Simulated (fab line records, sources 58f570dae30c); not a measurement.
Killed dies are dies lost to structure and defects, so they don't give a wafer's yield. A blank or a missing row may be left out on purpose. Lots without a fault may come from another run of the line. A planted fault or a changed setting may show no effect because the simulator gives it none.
Which tool did it? | flow berkeley_cmos170 | 13 lots, 39 wafers sampled, at 3 steps of a route of 331

WHAT THE GAUGES READ, wafer by wafer
UCB170_NSD_OVL_MEAS_07. Usual: NSD_OVL -4 nm, standard deviation 6.3.
lot  | measured     | on         | NSD_OVL (nm) | flag
L972 | day 6 06:55  | overlay-02 | -3 5 4       |
L973 | day 6 17:40  | overlay-01 | -15 -4 -12   |
L975 | day 7 04:26  | overlay-01 | -5 -5 -8     |
L976 | day 7 06:43  | overlay-01 | 2 -9 -4      |
L977 | day 7 21:00  | overlay-01 | 4 -6 9       |
L979 | day 7 21:35  | overlay-01 | 0 4 7        |
L980 | day 7 21:47  | overlay-02 | 6 -5 5       |
L981 | day 8 09:46  | overlay-02 | 2 -3 -1      |
L983 | day 9 04:28  | overlay-01 | 0 -8 -7      |
L985 | day 9 10:15  | overlay-02 | -1 -5 -8     |
L986 | day 9 19:16  | overlay-02 | 1 -4 -13     |
L989 | day 10 20:36 | overlay-02 | -3 1 -4      |
L993 | day 10 21:52 | overlay-01 | -3 1 0       |

UCB170_SILICIDE_THK_MEAS_03: measures by xrf. Usual: SILICIDE_TI_THK 30.2 nm, standard deviation 0.31.
lot  | measured     | on            | SILICIDE_TI_THK (nm) | flag
L972 | day 6 09:20  | film_metro-01 | 30.4 30.4 30.6       |
L973 | day 6 19:57  | film_metro-01 | 30.2 30.4 30.5       |
L975 | day 7 08:10  | film_metro-04 | 29.8 29.9 30.0       |
L976 | day 7 09:05  | film_metro-04 | 29.8 30.0 29.9       |
L977 | day 7 23:16  | film_metro-04 | 30.0 29.6 30.3       |
L979 | day 7 23:41  | film_metro-01 | 30.2 30.2 30.1       |
L980 | day 7 23:52  | film_metro-04 | 30.2 30.7 30.4       |
L981 | day 8 11:50  | film_metro-01 | 30.1 30.3 30.0       |
L983 | day 9 06:39  | film_metro-01 | 30.5 30.4 30.8       |
L985 | day 9 12:32  | film_metro-01 | 30.4 30.8 30.6       |
L986 | day 9 21:43  | film_metro-02 | 29.8 29.7 30.0       |
L989 | day 10 22:40 | film_metro-01 | 30.1 29.9 30.2       |
L993 | day 11 00:11 | film_metro-02 | 30.2 30.1 29.9       |

UCB170_CONTACT_OVL_MEAS_16. Usual: CONTACT_OVL -2 nm, standard deviation 4.3.
lot  | measured     | on         | CONTACT_OVL (nm) | flag
L972 | day 6 13:55  | overlay-02 | -10 -2 -2        |
L973 | day 7 00:59  | overlay-02 | -9 -5 -5         |
L975 | day 7 14:35  | overlay-02 | 3 3 2            |
L976 | day 7 16:14  | overlay-02 | 3 4 5            |
L977 | day 8 03:12  | overlay-01 | 0 0 6            |
L979 | day 8 03:46  | overlay-02 | -3 -5 -2         |
L980 | day 8 05:20  | overlay-02 | 5 -10 -7         |
L981 | day 8 16:01  | overlay-01 | 0 -1 1           |
L983 | day 9 10:49  | overlay-02 | -9 2 -4          |
L985 | day 9 18:04  | overlay-01 | -3 -2 0          |
L986 | day 10 01:39 | overlay-02 | -1 -4 -7         |
L989 | day 11 03:08 | overlay-02 | -1 -3 -7         |
L993 | day 11 06:56 | overlay-01 | -6 -8 -5         |

WHICH TOOL RAN EACH LOT (tool, then ch and the chambers of the sampled wafers, then the start)
The record holds no process step before these readings.

WHAT THE TOOLS THEMSELVES READ (means of the sampled wafers that have a number; where no wafer has one, the mark that the record gives instead)
The record holds no such reading with a usual standard deviation.

THE ANSWER, worked out from the rows above alone
Rule: a lot is off if the mean of its wafers that have a number lies more than 3 standard deviations from the usual mean. A lot without any number at a reading at which 4 lots or more have one is off too. The other lots that the step has rows for count as sound. The gauges are gone through in route order, then the tools' own readings, and for those a lot's mean is taken as printed above. The first step at which some lot is off is used, and at that step the reading that is off furthest; a lot without a number counts as furthest.
No lot is off at any reading shown: from this, nothing can be told.

WHAT THE SIMULATOR HAD PUT IN
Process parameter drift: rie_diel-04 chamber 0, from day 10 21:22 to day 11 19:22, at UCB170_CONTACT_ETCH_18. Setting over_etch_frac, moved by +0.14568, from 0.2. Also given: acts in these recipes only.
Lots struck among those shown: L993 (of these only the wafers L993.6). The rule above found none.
